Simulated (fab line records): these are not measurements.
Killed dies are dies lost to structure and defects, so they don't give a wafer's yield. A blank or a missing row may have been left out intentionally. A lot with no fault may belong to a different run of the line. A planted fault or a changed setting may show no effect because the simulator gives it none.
Comparing a struck lot with a sound one | flow rit cmos | 17 steps out of a route of 202
Sound: the wafers L983.2, L983.4, L983.5. Struck: wafer L995.6. (L995.1, L995.4 of the same lot were not struck and are left out.) The cause comes at the end.
Order at every step that has rows: each side's tool, ch and its chambers, its first start. Under that, the readings that differ: sound wafers | struck wafers | difference of the means | sigmas: that difference in standard deviations of wafers without a fault.
alike: words and numbers the same on both sides, and readings whose means are apart by under 2 such deviations; not compared: readings that were withheld, readings missing a value for some wafer, numbers with overlapping values and no deviation given by the record, and bounds like >300 which may hide the same value.
The two part at a step that has a row with sigmas, a row that says differs or no value, or rows on one side only. Non-overlapping numbers with no deviation appear without sigmas and do not part them. A reading that every wafer of one side lacks parts them only if that side has two wafers or more.

first, 1 step without rows for these wafers: RIT_PSD_IMPLANT_08.
RIT_PSD_STRIP_09: strips in O2, time 180 s.
  sound on plasma asher-01 ch 0,1, day 3 22:55; struck on plasma asher-03 ch 1, day 6 04:51
  alike: drypump motor current A
  not compared: rf hours counter h
RIT_PSD_TW_MEAS_10:
  struck on film metro-02, day 6 05:02; sound on film metro-02, day 3 23:05
  alike: PSD_TW
then, 3 steps without rows for these wafers: RIT_SDANNEAL_CLEAN_00 (cleans in SC1, time 600 s); RIT_SDANNEAL_CLEAN_01 (cleans in dHF, time 30 s); RIT_SDANNEAL_CLEAN_02 (cleans in SC2, time 600 s).
RIT_SDANNEAL_RTA_03: time 5 s.
  sound on rtp anneal-02 ch 0, day 3 23:46; struck on rtp anneal-02 ch 0, day 6 05:29
  alike: ramp up c per s, wafer_temp_C_max
RIT_SDANNEAL_RS_MEAS_04: measures by four-point-probe.
  struck on film metro-01, day 6 05:33; sound on film metro-01, day 3 23:50
  reading         | sound                | struck | difference | sigmas
  PSD_RS (ohm/sq) | 115.70 115.78 115.73 | 115.19 | -0.55      | -2
RIT_SDANNEAL_RS_MEAS_05: measures by four-point-probe.
  struck on film metro-01, day 6 05:40; sound on film metro-01, day 3 23:57
  alike: NSD_RS
RIT_SDANNEAL_RS_MEAS_06: measures by four-point-probe.
  struck on film metro-01, day 6 05:47; sound on film metro-01, day 4 00:04
  alike: PLDD_RS
RIT_SDANNEAL_RS_MEAS_07: measures by four-point-probe.
  struck on film metro-01, day 6 05:55; sound on film metro-01, day 4 00:11
  alike: NLDD_RS
then, 1 step without rows for these wafers: RIT_SILICIDE_WET_ETCH_00 (etches SiO2 in BOE, target depth 14 nm, time 15 s).
RIT_SILICIDE_SPUTTER_01: material Ti, target thk 30 nm, time 240 s.
  struck on pvd sputter-04, day 6 06:02; sound on pvd sputter-01, day 4 00:18
  reading                                     | sound             | struck | difference | sigmas
  model.Ti_of_SILICIDE_SPUTTER_01.thk nm (nm) | 29.91 29.91 30.31 | 42.52  | +12.48     |
  alike: throttle valve pct
RIT_SILICIDE_RS_MEAS_02: measures by four-point-probe.
  struck on film metro-03, day 6 06:11; sound on film metro-03, day 4 00:28
  reading                 | sound          | struck | difference | sigmas
  SILICIDE_TI_RS (ohm/sq) | 48.0 48.0 47.2 | 31.1   | -16.6      | -20
RIT_SILICIDE_THK_MEAS_03: measures by xrf.
  struck on film metro-03, day 6 06:19; sound on film metro-03, day 4 00:35
  reading              | sound          | struck | difference | sigmas
  SILICIDE_TI_THK (nm) | 29.7 29.6 30.2 | 42.2   | +12.4      | +30
RIT_SILICIDE_RTA_04: time 10 s, ramp up 5 s, ramp down 5 s.
  sound on rtp anneal-01 ch 0, day 4 00:38; struck on rtp anneal-01 ch 0, day 6 06:22
  alike: wafer_temp_C_max
RIT_M1_PROBE_99:
  struck on prober-02, day 6 13:42; sound on prober-02, day 4 07:23
  reading                                | sound                | struck | difference | sigmas
  model.etest.npoly line.line ohm um     | 163.9 166.8 159.2    | 145.7  | -17.6      |
  model.etest.contact pplus.end ohm um   | 44.1 41.98 44.06     | 62.65  | +19.27     |
  model.etest.ppoly line.line ohm um     | 156.6 162.7 155.2    | 141.9  | -16.3      |
  model.etest.contact nplus.end ohm um   | 39.28 41.54 40.02    | 59.19  | +18.91     |
  model.etest.ppoly line.width nm (nm)   | 104.8 102.7 105.8    | 95.49  | -8.94      |
  model.etest.npoly line.width nm (nm)   | 104.6 101.8 104.9    | 94.25  | -9.52      |
  model.etest.npoly line.rs ohm sq       | 17.1 17.03 16.89     | 13.71  | -3.30      |
  model.etest.pmos_0p15.gate log10 a cm2 | -6.588 -6.376 -6.358 | -3.728 | +2.713     |
  alike: killed_at_M0_to_M3, killed at contacts, killed at front end, killed dies, killed on rim, killed open, killed short

## WHERE THEY PART
Last at RIT_SILICIDE_THK_MEAS_03 as far as this record goes, first at RIT_SDANNEAL_RS_MEAS_04. Later steps at which nothing parts them and some readings are alike: RIT_SILICIDE_RTA_04, RIT_M1_PROBE_99.

WHY: what the simulator had put in
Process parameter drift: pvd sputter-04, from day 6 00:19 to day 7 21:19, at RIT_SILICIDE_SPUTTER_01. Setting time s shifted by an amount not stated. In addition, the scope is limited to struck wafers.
